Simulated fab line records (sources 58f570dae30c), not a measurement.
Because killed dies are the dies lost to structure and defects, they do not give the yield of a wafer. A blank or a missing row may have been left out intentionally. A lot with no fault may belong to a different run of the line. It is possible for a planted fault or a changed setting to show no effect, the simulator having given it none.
8D (eight disciplines) problem report, filled in by code || flow berkeley_cmos170 || the parts of the form that need people (team, actions taken, sign-off) are left out

1. WHAT WENT WRONG
Across 6 wafers from 2 lots, NWELL_OVL at UCB170_NWELL_OVL_MEAS_12 averages 679 nm, while fault-free wafers read 0 nm with a standard deviation of 4.9. That is +99 or more standard deviations from the usual mean.
First seen on wafer L398.1, day 5 00:43, on overlay-02. At this step, 42 wafers from 14 lots have a number in the record. By rule, "out" or "out of limits" means more than 4 standard deviations away from the usual mean. The other wafers with a number count as sound.

2. WHAT THIS IS AND IS NOT
{"question": "which readings at this step", "is": "NWELL_OVL", "is not": "-"}
{"question": "which lots", "is": "L398, L403", "is not": "L386, L387, L388, L389, L391, L392, L393, L397, L400, L401, L408, L409"}
{"question": "which wafers of those lots", "is": "all that have a number", "is not": "-"}
{"question": "read on which gauges", "is": "overlay-02", "is not": "overlay-01"}
{"question": "when", "is": "from day 5 00:43", "is not": "up to then (21 sound wafers); but 15 sound wafers of L397, L400, L401, L408, L409 came after"}

3. WHAT RULES OUT EACH SUSPECT
Counting: a tool at a process step up to the reading stays a suspect if it ran every lot that is out and no sound lot after the first of them.
- the gauge at UCB170_NWELL_OVL_MEAS_12: kept. All the wafers that are out were read on overlay-02, and no step on other tools shows them out.
- krf_scanner-02 at UCB170_NWELL_EXPOSE_09 (exposes mask NWELL, target cd 3000 nm): kept. All lots that are out passed through it, beginning with L398 at day 5 00:19, and no sound lot followed; its final sound lot before that point was L393 at day 3 18:38.
What counting leaves: krf_scanner-02 at UCB170_NWELL_EXPOSE_09 and overlay-02 at UCB170_NWELL_OVL_MEAS_12.

4. THE CAUSE (what the simulator had put in)
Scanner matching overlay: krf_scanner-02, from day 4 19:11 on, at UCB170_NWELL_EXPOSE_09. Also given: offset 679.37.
After counting, 2 suspects remain, this tool included.

5. THE EFFECT CHAIN, in route order
One row per reading whose mean, taken over the struck wafers that have a number, lies over 3 standard deviations from the usual. Only readings whose record carries a usual standard deviation are examined. hours: median over the lots of the time between each lot's start at the first step of this table that gives one and its start at this step. sigmas: the change, counted in usual standard deviations.
{"hours": 0, "step": "UCB170_NWELL_OVL_MEAS_12", "reading": "NWELL_OVL", "usual": "0 nm", "on struck wafers": 679, "change": "+679", "sigmas": "+99 or more"}

6. HOW IT WOULD HAVE BEEN CAUGHT EARLIER
6 hours passed between the start of the fault at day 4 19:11 and the first reading out of limits at a measuring or inspecting step in this record, taken at day 5 00:43.
No tool reading at UCB170_NWELL_EXPOSE_09 that has a usual standard deviation in the record was out on any struck wafer, so an alarm limit of 4 standard deviations on those readings would not have fired.
Of the lots that are out (2), L403 began UCB170_NWELL_EXPOSE_09 on krf_scanner-02 after day 5 00:43. A tool hold placed at that time would have kept it from harm.
